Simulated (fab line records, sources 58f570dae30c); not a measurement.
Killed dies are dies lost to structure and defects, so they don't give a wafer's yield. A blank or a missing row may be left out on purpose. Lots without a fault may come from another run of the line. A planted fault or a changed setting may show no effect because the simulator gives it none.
Which tool did it? | flow berkeley_cmos170 | 15 lots, 45 wafers sampled, at 5 steps of a route of 331

WHAT THE GAUGES READ, wafer by wafer
UCB170_PFIELD_TW_MEAS_09.
lot  | measured    | on            | PFIELD_TW
L220 | day 4 17:04 | film_metro-03 | 612 613 612
L221 | day 4 17:22 | film_metro-01 | 608 609 607
L222 | day 5 07:23 | film_metro-03 | 609 609 611
L224 | day 5 18:22 | film_metro-03 | 611 610 610
L223 | day 5 18:34 | film_metro-01 | 605 602 609
L225 | day 5 18:44 | film_metro-02 | 606 606 606
L226 | day 6 12:05 | film_metro-02 | 609 606 607
L227 | day 6 18:58 | film_metro-03 | 604 604 609
L228 | day 6 18:49 | film_metro-01 | 606 609 605
L239 | day 9 01:06 | film_metro-01 | 606 611 607
L238 | day 9 01:23 | film_metro-03 | 606 612 614
L241 | day 9 12:59 | film_metro-02 | 607 605 605
L240 | day 9 12:45 | film_metro-01 | 607 608 606
L242 | day 9 21:49 | film_metro-01 | 608 604 605
L243 | day 9 21:35 | film_metro-02 | 603 609 601

UCB170_GATE_THK_MEAS_05.
lot  | measured     | on            | GATE_POLY_THK (nm)
L220 | day 6 18:58  | film_metro-02 | 206.8 203.8 206.7
L221 | day 6 18:56  | film_metro-01 | 208.1 208.8 207.0
L222 | day 7 16:33  | film_metro-02 | 204.5 203.3 205.9
L224 | day 7 23:26  | film_metro-01 | 205.9 204.9 206.0
L223 | day 7 23:26  | film_metro-04 | 203.1 205.0 204.3
L225 | day 7 23:26  | film_metro-02 | 204.1 202.6 204.1
L226 | day 8 15:57  | film_metro-02 | 251.9 252.5 254.0
L227 | day 8 15:58  | film_metro-04 | 249.4 251.3 250.0
L228 | day 8 15:56  | film_metro-01 | 249.8 250.4 250.3
L239 | day 11 19:45 | film_metro-01 | 202.4 204.7 203.0
L238 | day 11 19:46 | film_metro-02 | 206.8 206.6 206.9
L241 | day 12 03:26 | film_metro-01 | 205.2 205.7 204.6
L240 | day 12 03:26 | film_metro-04 | 210.2 207.9 208.4
L242 | day 12 11:13 | film_metro-01 | 205.5 206.7 206.6
L243 | day 12 11:12 | film_metro-04 | 207.1 206.5 206.3

WHICH TOOL RAN EACH LOT (tool, then ch and the chambers of the sampled wafers, then the start)
lot  | UCB170_PWELL_STRIP_16               | UCB170_ACTIVE_STRIP_16              | UCB170_GATE_CVD_04
L220 | plasma_asher-02 ch 0,1, day 3 01:26 | plasma_asher-03 ch 0,1, day 4 15:16 | lpcvd-02 ch 1, day 6 17:31
L221 | plasma_asher-02 ch 0,1, day 3 07:40 | plasma_asher-04 ch 0,1, day 4 15:32 | lpcvd-02 ch 1, day 6 17:31
L222 | plasma_asher-01 ch 0,1, day 3 21:16 | plasma_asher-02 ch 0,1, day 5 05:42 | lpcvd-02 ch 0, day 7 15:08
L224 | plasma_asher-01 ch 0,1, day 4 04:26 | plasma_asher-03 ch 0,1, day 5 15:16 | lpcvd-02 ch 1, day 7 22:02
L223 | plasma_asher-02 ch 0,1, day 4 04:47 | plasma_asher-02 ch 0,1, day 5 15:43 | lpcvd-02 ch 0, day 7 22:02
L225 | plasma_asher-03 ch 1, day 4 04:54   | plasma_asher-02 ch 1, day 5 15:27   | lpcvd-02 ch 0, day 7 22:02
L226 | plasma_asher-01 ch 0,1, day 4 19:37 | plasma_asher-03 ch 0,1, day 6 09:58 | lpcvd-02 ch 1, day 8 14:32
L227 | plasma_asher-01 ch 0,1, day 5 00:49 | plasma_asher-02 ch 0,1, day 6 15:12 | lpcvd-02 ch 0, day 8 14:32
L228 | plasma_asher-02 ch 0,1, day 5 00:55 | plasma_asher-03 ch 0,1, day 6 14:58 | lpcvd-02 ch 1, day 8 14:32
L239 | plasma_asher-03 ch 0,1, day 7 09:01 | plasma_asher-04 ch 0,1, day 8 23:26 | lpcvd-02 ch 0, day 11 18:21
L238 | plasma_asher-02 ch 0,1, day 7 09:15 | plasma_asher-02 ch 0,1, day 8 23:41 | lpcvd-02 ch 0, day 11 18:21
L241 | plasma_asher-03 ch 0,1, day 7 20:10 | plasma_asher-03 ch 0,1, day 9 09:44 | lpcvd-02 ch 0, day 12 02:02
L240 | plasma_asher-01 ch 0,1, day 7 20:24 | plasma_asher-02 ch 0,1, day 9 09:29 | lpcvd-02 ch 0, day 12 02:02
L242 | plasma_asher-01 ch 0,1, day 8 06:45 | plasma_asher-02 ch 0,1, day 9 18:56 | lpcvd-02 ch 1, day 12 09:46
L243 | plasma_asher-03 ch 0,1, day 8 06:54 | plasma_asher-02 ch 0,1, day 9 18:41 | lpcvd-02 ch 0, day 12 09:46
- UCB170_PWELL_STRIP_16: strips in O2.
- UCB170_ACTIVE_STRIP_16: strips in O2.
- UCB170_GATE_CVD_04: deposits poly-Si from SiH4, time 1390 s, target thk 214 nm.

WHAT THE TOOLS THEMSELVES READ (means of the sampled wafers that have a number; where no wafer has one, the mark that the record gives instead)
UCB170_PWELL_STRIP_16.
lot  | tool            | drypump_motor_current_A (A) | oes_product_au (a.u.) | strip_time_to_endpoint_s (s)
L220 | plasma_asher-02 | 6.3                         | 0.723                 | 18.10
L221 | plasma_asher-02 | 6.3                         | 0.722                 | 18.23
L222 | plasma_asher-01 | 5.6                         | 0.717                 | 18.16
L224 | plasma_asher-01 | 5.9                         | 0.721                 | 18.17
L223 | plasma_asher-02 | 6.0                         | 0.724                 | 18.17
L225 | plasma_asher-03 | 4.8                         | 0.723                 | 18.14
L226 | plasma_asher-01 | 5.9                         | 0.720                 | 18.28
L227 | plasma_asher-01 | 5.5                         | 0.720                 | 18.07
L228 | plasma_asher-02 | 6.0                         | 0.721                 | 18.31
L239 | plasma_asher-03 | 5.2                         | 0.719                 | 18.15
L238 | plasma_asher-02 | 6.0                         | 0.723                 | 17.97
L241 | plasma_asher-03 | 5.6                         | 0.720                 | 18.07
L240 | plasma_asher-01 | 5.5                         | 0.720                 | 18.12
L242 | plasma_asher-01 | 5.6                         | 0.720                 | 18.10
L243 | plasma_asher-03 | 5.6                         | 0.724                 | 18.17

UCB170_ACTIVE_STRIP_16.
lot  | tool            | drypump_motor_current_A (A) | oes_product_au (a.u.) | strip_time_to_endpoint_s (s)
L220 | plasma_asher-03 | 5.6                         | 0.721                 | 18.22
L221 | plasma_asher-04 | 6.2                         | 0.720                 | 18.20
L222 | plasma_asher-02 | 6.0                         | 0.722                 | 18.19
L224 | plasma_asher-03 | 5.2                         | 0.720                 | 18.21
L223 | plasma_asher-02 | 6.3                         | 0.722                 | 18.23
L225 | plasma_asher-02 | 6.5                         | 0.720                 | 18.02
L226 | plasma_asher-03 | 5.2                         | 0.719                 | 18.10
L227 | plasma_asher-02 | 6.3                         | 0.716                 | 18.07
L228 | plasma_asher-03 | 5.2                         | 0.715                 | 18.06
L239 | plasma_asher-04 | 6.4                         | 0.719                 | 18.11
L238 | plasma_asher-02 | 6.1                         | 0.719                 | 18.24
L241 | plasma_asher-03 | 5.2                         | 0.721                 | 18.05
L240 | plasma_asher-02 | 6.3                         | 0.719                 | 18.14
L242 | plasma_asher-02 | 6.0                         | 0.725                 | 18.13
L243 | plasma_asher-02 | 6.3                         | 0.722                 | 18.08

UCB170_GATE_CVD_04.
lot  | tool     | pressure_mtorr (mTorr) | susceptor_temp_C (C)
L220 | lpcvd-02 | 375.2                  | 609.62
L221 | lpcvd-02 | 374.7                  | 610.15
L222 | lpcvd-02 | 374.3                  | 610.11
L224 | lpcvd-02 | 374.5                  | 609.87
L223 | lpcvd-02 | 373.8                  | 610.12
L225 | lpcvd-02 | 375.1                  | 609.98
L226 | lpcvd-02 | 562.2                  | 610.48
L227 | lpcvd-02 | 563.0                  | 609.92
L228 | lpcvd-02 | 562.9                  | 609.81
L239 | lpcvd-02 | 374.5                  | 610.00
L238 | lpcvd-02 | 376.1                  | 610.32
L241 | lpcvd-02 | 374.8                  | 610.03
L240 | lpcvd-02 | 375.5                  | 610.47
L242 | lpcvd-02 | 374.8                  | 610.25
L243 | lpcvd-02 | 375.6                  | 610.14

THE ANSWER, worked out from the rows above alone
Rule: what is usual is taken from the lots themselves. Put in order of their means at a reading, lots are off if they are a third of the lots or fewer, leave a main group of 4 or more, and stand apart from it by a gap of 3 or more times the standard deviation of the main group's means; of several such gaps the widest counts. A main group whose means are all the same, to the digits that the tables above print for the reading, isn't used. A lot without any number at a reading at which 4 lots or more have one is off too. The other lots that the step has rows for count as sound. The gauges are gone through in route order, then the tools' own readings, and for those a lot's mean is taken as printed above. The first step at which some lot is off is used, and at that step the reading that is off furthest; a lot without a number counts as furthest.
Off: L226, L227, L228, at UCB170_GATE_THK_MEAS_05 (GATE_POLY_THK). The main group: mean 205.7 nm, standard deviation 1.6.
A tool fits if, at a process step before that reading, it ran every lot that is off, and no sound lot after the first of them. The gauges at UCB170_GATE_THK_MEAS_05 aren't tried: what is off there is off at UCB170_GATE_CVD_04 too, on other tools, and a gauge's error can't cause that. None of those tried fits.

WHAT THE SIMULATOR HAD PUT IN
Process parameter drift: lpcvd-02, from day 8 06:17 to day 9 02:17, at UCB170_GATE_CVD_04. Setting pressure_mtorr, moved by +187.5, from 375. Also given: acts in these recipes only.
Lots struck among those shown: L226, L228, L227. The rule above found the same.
